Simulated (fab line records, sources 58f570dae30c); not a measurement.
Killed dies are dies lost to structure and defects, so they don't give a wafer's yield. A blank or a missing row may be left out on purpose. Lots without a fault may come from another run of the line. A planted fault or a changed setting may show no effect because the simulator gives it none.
Which tool did it? | flow berkeley_cmos170 | 13 lots, 39 wafers sampled, at 4 steps of a route of 331

WHAT THE GAUGES READ, wafer by wafer
UCB170_NVT_OVL_MEAS_06. Usual: NVT_OVL 1 nm, standard deviation 6.2.
lot  | measured     | on         | NVT_OVL (nm) | flag
L176 | day 6 11:12  | overlay-02 | -1 -5 -8     |
L179 | day 7 08:07  | overlay-02 | -7 -11 7     |
L180 | day 7 18:08  | overlay-02 | -4 -13 -3    |
L183 | day 8 01:22  | overlay-02 | 1 -6 -2      |
L182 | day 8 01:34  | overlay-02 | 1 -1 3       |
L184 | day 8 12:40  | overlay-01 | 13 8 12      |
L187 | day 9 04:25  | overlay-01 | -4 11 6      |
L189 | day 9 18:59  | overlay-02 | 1 -6 0       |
L191 | day 10 04:26 | overlay-02 | -5 0 1       |
L195 | day 10 14:28 | overlay-01 | 4 2 1        |
L194 | day 10 14:58 | overlay-01 | 0 -1 -5      |
L193 | day 10 15:10 | overlay-02 | -6 9 0       |
L199 | day 11 14:21 | overlay-01 | -4 3 -1      |

UCB170_CONTACT_CD_MEAS_15: target cd 700 nm. Usual: cd_nm 699.4 nm, standard deviation 1.2.
lot  | measured     | on        | cd_nm (nm)        | flag
L176 | day 8 04:26  | cd_sem-02 | 698.5 698.8 698.3 |
L179 | day 9 02:57  | cd_sem-02 | 699.5 699.2 700.1 |
L180 | day 9 13:50  | cd_sem-02 | 698.8 698.0 697.5 |
L183 | day 9 16:35  | cd_sem-02 | 697.4 697.5 698.0 |
L182 | day 9 14:22  | cd_sem-02 | 697.4 698.3 697.9 |
L184 | day 10 11:49 | cd_sem-02 | 697.9 698.9 698.7 |
L187 | day 10 13:58 | cd_sem-01 | 700.4 698.9 699.6 |
L189 | day 11 14:38 | cd_sem-01 | 699.1 699.4 698.8 |
L191 | day 11 22:07 | cd_sem-01 | 699.7 700.9 700.7 |
L195 | day 12 07:35 | cd_sem-02 | 698.6 700.1 699.6 |
L194 | day 12 06:48 | cd_sem-01 | 699.9 698.1 700.5 |
L193 | day 12 09:50 | cd_sem-01 | 699.7 700.1 699.8 |
L199 | day 13 13:05 | cd_sem-01 | 699.9 699.4 699.4 |

UCB170_V1_THK_MEAS_01. Usual: V1_TEOS_THK 1999 nm, standard deviation 27.
lot  | measured     | on            | V1_TEOS_THK (nm) | flag
L176 | day 8 08:40  | film_metro-04 | 2003 2063 2049   |
L179 | day 9 06:55  | film_metro-01 | 1945 1980 1997   |
L180 | day 9 18:57  | film_metro-01 | 2007 2049 2047   |
L183 | day 9 21:37  | film_metro-04 | 1998 2023 2015   |
L182 | day 9 20:16  | film_metro-03 | 1947 1978 2023   |
L184 | day 10 16:20 | film_metro-03 | 2017 2039 2057   |
L187 | day 10 18:14 | film_metro-01 | 1998 1994 1994   |
L189 | day 11 18:34 | film_metro-04 | 1959 1999 1988   |
L191 | day 12 03:01 | film_metro-01 | 2025 1991 2027   |
L195 | day 12 12:19 | film_metro-01 | 1965 1955 2003   |
L194 | day 12 10:59 | film_metro-03 | 1957 1988 2011   |
L193 | day 12 14:37 | film_metro-01 | 1947 1957 2002   |
L199 | day 13 16:56 | film_metro-03 | 1991 1987 2033   |

WHICH TOOL RAN EACH LOT (tool, then ch and the chambers of the sampled wafers, then the start)
lot  | UCB170_SILICIDE_PRE_CLEAN_00
L176 | pvd_sputter-04, day 8 00:14
L179 | pvd_sputter-01, day 8 22:46
L180 | pvd_sputter-01, day 9 09:28
L183 | pvd_sputter-01, day 9 10:18
L182 | pvd_sputter-02, day 9 09:53
L184 | pvd_sputter-01, day 10 07:01
L187 | pvd_sputter-02, day 10 07:39
L189 | pvd_sputter-01, day 11 10:23
L191 | pvd_sputter-04, day 11 16:44
L195 | pvd_sputter-01, day 12 02:49
L194 | pvd_sputter-04, day 12 02:23
L193 | pvd_sputter-02, day 12 03:26
L199 | pvd_sputter-01, day 13 05:38
- UCB170_SILICIDE_PRE_CLEAN_00: preclean etch time 60 s.

WHAT THE TOOLS THEMSELVES READ (means of the sampled wafers that have a number; where no wafer has one, the mark that the record gives instead)
The record holds no such reading with a usual standard deviation.

THE ANSWER, worked out from the rows above alone
Rule: a lot is off if the mean of its wafers that have a number lies more than 3 standard deviations from the usual mean. A lot without any number at a reading at which 4 lots or more have one is off too. The other lots that the step has rows for count as sound. The gauges are gone through in route order, then the tools' own readings, and for those a lot's mean is taken as printed above. The first step at which some lot is off is used, and at that step the reading that is off furthest; a lot without a number counts as furthest.
No lot is off at any reading shown: from this, nothing can be told.

WHAT THE SIMULATOR HAD PUT IN
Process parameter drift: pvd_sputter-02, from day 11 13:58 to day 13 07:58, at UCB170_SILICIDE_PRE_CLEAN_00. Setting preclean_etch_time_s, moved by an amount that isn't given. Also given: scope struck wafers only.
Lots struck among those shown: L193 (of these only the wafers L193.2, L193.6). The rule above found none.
